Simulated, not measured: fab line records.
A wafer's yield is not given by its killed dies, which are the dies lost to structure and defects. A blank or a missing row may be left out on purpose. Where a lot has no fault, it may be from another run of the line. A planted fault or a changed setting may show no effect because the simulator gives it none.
2 desks looking at one fault    flow rit-cmos    only its own numbers are on each desk; what lay behind them is given at the end

== AT THE METROLOGY DESK ==
Means of the sampled wafers that have a number, per lot and without regard to the tool the lot ran on: this is what the gauges read. If a lot's mean is further than 4 standard deviations from the usual mean, the lot is out of limits and carries the mark OUT (the distance appears in the brackets).
Columns: A = M1_AL_RS at RIT_M1_RS_MEAS_01, usual 0.0732 ohm/sq; B = M1_AL_THK at RIT_M1_THK_MEAS_02, usual 402 nm
lot   first seen here  A                 B
L817  day 3 08:55      0.0725            406
L818  day 3 14:28      0.0732            403
L819  day 3 16:23      0.0724            406
L820  day 3 20:49      0.0722            408
L821  day 4 03:52      0.0734            400
L822  day 4 10:37      0.0731            402
L825  day 5 01:54      0.0647 (-11) OUT  474 (+15) OUT
L826  day 5 09:26      0.0736            399
L834  day 7 00:01      0.0732            404
L836  day 7 06:49      0.0740            397
L838  day 7 18:05      0.0729            405
L840  day 8 04:43      0.0723            406
This desk reports L825 out of limits; the earliest was L825 at day 5 01:54 (M1_AL_RS at RIT_M1_RS_MEAS_01). Within limits: L817, L818, L819, L820, L821, L822, L826, L834, L836, L838, L840.

== THE TOOL OWNER'S DESK: pvd-sputter-01 ==
The tool's own readings at RIT_M1_SPUTTER_00 (material Al, target thk 400 nm, time 500 s): means of the sampled wafers that have a number, for each lot that ran on this tool. If a lot's mean is further than 4 standard deviations from the usual mean, the lot is out of limits and carries the mark OUT (the distance appears in the brackets).
Columns: A = cathode-dc-power-W at RIT_M1_SPUTTER_00, usual 2000.0 W; B = throttle-valve-pct at RIT_M1_SPUTTER_00, usual 29.9 %
lot   first seen here  A                         B
L817  day 3 08:35      1999.8                    29.3
L819  day 3 16:06      2000.2                    29.5
L821  day 4 03:34      2000.0                    29.7
L825  day 5 01:37      2363.4 (+99 or more) OUT  29.7
Finding of this desk: L825 out of limits; the first was L825 at day 5 01:37, on cathode-dc-power-W at RIT_M1_SPUTTER_00. Within limits: L817, L819, L821.

== TAKEN TOGETHER ==
The tool owner's desk could have raised an alarm at day 5 01:37, on L825.
An alarm was possible from the metrology desk at day 5 01:54, on L825.
Every lot named ran RIT_M1_SPUTTER_00 on pvd-sputter-01.

== WHAT THE SIMULATOR PUT IN ==
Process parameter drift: pvd-sputter-01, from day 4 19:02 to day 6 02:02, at RIT_M1_SPUTTER_00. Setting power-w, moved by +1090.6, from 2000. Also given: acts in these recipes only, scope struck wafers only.
Lots struck among those shown: L825.
Counting hours from when the fault started, the first reading out of limits came at 7 for the tool owner's desk and at 7 for the metrology desk.
